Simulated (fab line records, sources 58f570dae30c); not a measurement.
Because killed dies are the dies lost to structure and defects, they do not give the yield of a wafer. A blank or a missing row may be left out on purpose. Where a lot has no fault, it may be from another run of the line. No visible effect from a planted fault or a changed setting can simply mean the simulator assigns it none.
What tool caused it? ; flow berkeleyCmos170 ; Sampling: 7 lots, 21 wafers, 3 of 331 route steps

== WHAT THE GAUGES READ, wafer by wafer ==
UCB170_M1_CD_MEAS_90: target cd 700 nm.
lot;measured;on;cdNm (nm)
L814;day 7 21:25;cdSem-02;697.8 700.0 697.4
L819;day 9 06:36;cdSem-01;699.9 699.4 699.2
L820;day 9 10:03;cdSem-01;700.0 701.8 698.2
L822;day 10 01:06;cdSem-02;702.4 703.8 699.4
L826;day 10 11:16;cdSem-02;- - -
L829;day 10 18:54;cdSem-02;693.6 698.7 694.2
L833;day 11 18:58;cdSem-02;704.8 705.1 700.7

== WHAT TOOL EACH LOT RAN ON (gives the tool, then ch and the chambers of the sampled wafers, and finally the start) ==
lot;UCB170_ACTIVE_STRIP_16;UCB170_M1_METAL_ETCH_12
L814;plasmaAsher-02 ch 0,1, day 4 23:07;rieMetal-02 ch 0,1, day 7 21:07
L819;plasmaAsher-02 ch 0,1, day 6 06:25;rieMetal-02 ch 0,1, day 9 04:15
L820;plasmaAsher-04 ch 0, day 6 15:57;rieMetal-03 ch 0,1, day 9 09:48
L822;plasmaAsher-01 ch 0,1, day 7 00:22;rieMetal-02 ch 0,1, day 10 00:51
L826;plasmaAsher-04 ch 0,1, day 7 14:07;rieMetal-04 ch 1, day 10 11:01
L829;plasmaAsher-01 ch 0,1, day 8 01:31;rieMetal-03 ch 0,1, day 10 18:39
L833;plasmaAsher-02 ch 0,1, day 9 00:28;rieMetal-02 ch 0,1, day 11 18:43
- UCB170_ACTIVE_STRIP_16: strips in O2.
- UCB170_M1_METAL_ETCH_12: etches Al in Cl2/BCl3, stops on PSG, target depth 780 nm, time 130 s.

== THE ANSWER, worked out from the rows above alone ==
Rule: usual is defined by the lots themselves. Put in order of their means at a reading, lots are off if they are a third of the lots or fewer, leave a main group of 4 or more, and stand apart from it by a gap of 3 or more times the standard deviation of the main group's means; of several such gaps the widest counts. A main group whose means are all the same, to the digits that the tables above print for the reading, isn't used. A lot without any number at a reading at which 4 lots or more have one is off too. Any other lot the step has rows for is counted as sound.
Off: L826 (UCB170_M1_CD_MEAS_90, cdNm). Without a number there: L826. Mean 699.8 nm and standard deviation 2.5 in the main group.
A tool fits if, at a process step before that reading, it ran every lot that is off, and no sound lot after the first of them. The gauges at UCB170_M1_CD_MEAS_90 are tried like those tools. This does not decide it: 2 tools fit, namely plasmaAsher-04 at UCB170_ACTIVE_STRIP_16 and rieMetal-04 at UCB170_M1_METAL_ETCH_12.

== WHAT WAS PUT IN BY THE SIMULATOR ==
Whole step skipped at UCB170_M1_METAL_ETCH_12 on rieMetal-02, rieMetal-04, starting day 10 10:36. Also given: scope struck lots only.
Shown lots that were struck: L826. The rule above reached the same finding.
